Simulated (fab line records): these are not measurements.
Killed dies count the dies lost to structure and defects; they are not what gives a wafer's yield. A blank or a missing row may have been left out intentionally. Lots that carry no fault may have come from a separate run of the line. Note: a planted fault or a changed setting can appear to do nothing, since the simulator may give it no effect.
Which tool did it? | flow rit_cmos | 6 lots (18 wafers sampled), 1 step of a 202-step route

## WHAT THE GAUGES READ, wafer by wafer
RIT_ACTIVE_BOW_MEAS_00.
lot  | measured    | on            | INCOMING_BOW (um)
L635 | day 1 15:00 | film_metro-04 | -5 -4 -3
L638 | day 2 06:01 | film_metro-03 | -8 -7 -12
L641 | day 2 21:00 | film_metro-03 | -5 -5 3
L645 | day 3 17:01 | film_metro-01 | -6 8 8
L649 | day 4 13:01 | film_metro-01 | 1 -13 -11
L654 | day 5 14:00 | film_metro-04 | -3 0 6

## WHAT TOOL EACH LOT RAN ON (gives the tool, then ch and the chambers of the sampled wafers, and finally the start)
The record holds no process step before these readings.

## THE ANSWER, worked out from the rows above alone
Rule: the usual values come from the lots themselves. The widest of any qualifying gaps counts: lots, ordered by their means at a reading, are off when they make up no more than a third of the lots, leave a main group of 4 or more, and stand apart from it by 3 or more times the standard deviation of that group's means. The tables above print the reading to a certain number of digits; a main group whose means all agree to those digits is not used. A lot without any number at a reading at which 4 lots or more have one is off too. The other lots that the step has rows for count as sound.
Nothing can be told from this: no lot is off at any reading shown.

## WHAT HAD BEEN PUT IN BY THE SIMULATOR
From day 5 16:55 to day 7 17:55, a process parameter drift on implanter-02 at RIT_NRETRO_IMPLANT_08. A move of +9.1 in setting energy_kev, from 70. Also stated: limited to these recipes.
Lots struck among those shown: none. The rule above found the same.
